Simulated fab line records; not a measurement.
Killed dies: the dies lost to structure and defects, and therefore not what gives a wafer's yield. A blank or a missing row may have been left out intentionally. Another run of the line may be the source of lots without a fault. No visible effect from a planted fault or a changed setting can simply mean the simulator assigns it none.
The tool behind it: which one? + flow rit cmos + Sampling: 6 lots, 18 wafers, 2 of 202 route steps

WHAT THE GAUGES READ, wafer by wafer
RIT_M1_THK_MEAS_02: measures by xrf.
| lot  | measured    | on            | M1_AL_THK (nm) |
|------|-------------|---------------|----------------|
| L912 | day 3 11:19 | film metro-03 | 398 401 397    |
| L914 | day 4 01:44 | film metro-03 | 397 396 398    |
| L916 | day 4 09:46 | film metro-04 | 399 406 399    |
| L922 | day 5 19:20 | film metro-02 | 411 406 370    |
| L928 | day 6 21:22 | film metro-02 | 398 390 398    |
| L932 | day 7 21:59 | film metro-02 | 399 390 396    |

WHAT TOOL EACH LOT RAN ON (gives the tool, then ch and the chambers of the sampled wafers, and finally the start)
| lot  | RIT_M1_SPUTTER_00           |
|------|-----------------------------|
| L912 | pvd sputter-02, day 3 10:54 |
| L914 | pvd sputter-02, day 4 01:19 |
| L916 | pvd sputter-02, day 4 09:20 |
| L922 | pvd sputter-02, day 5 18:56 |
| L928 | pvd sputter-03, day 6 20:57 |
| L932 | pvd sputter-04, day 7 21:34 |
- RIT_M1_SPUTTER_00: material Al, target thk 400 nm, time 500 s.

THE ANSWER, worked out from the rows above alone
Rule: the usual values come from the lots themselves. Put in order of their means at a reading, lots are off if they are a third of the lots or fewer, leave a main group of 4 or more, and stand apart from it by a gap of 3 or more times the standard deviation of the main group's means; of several such gaps the widest counts. The tables above print the reading to a certain number of digits; a main group whose means all agree to those digits is not used. A lot without any number at a reading at which 4 lots or more have one is off too. All remaining lots with rows at the step are treated as sound.
No lot is off at any reading shown: from this, nothing can be told.

WHAT THE SIMULATOR PUT IN
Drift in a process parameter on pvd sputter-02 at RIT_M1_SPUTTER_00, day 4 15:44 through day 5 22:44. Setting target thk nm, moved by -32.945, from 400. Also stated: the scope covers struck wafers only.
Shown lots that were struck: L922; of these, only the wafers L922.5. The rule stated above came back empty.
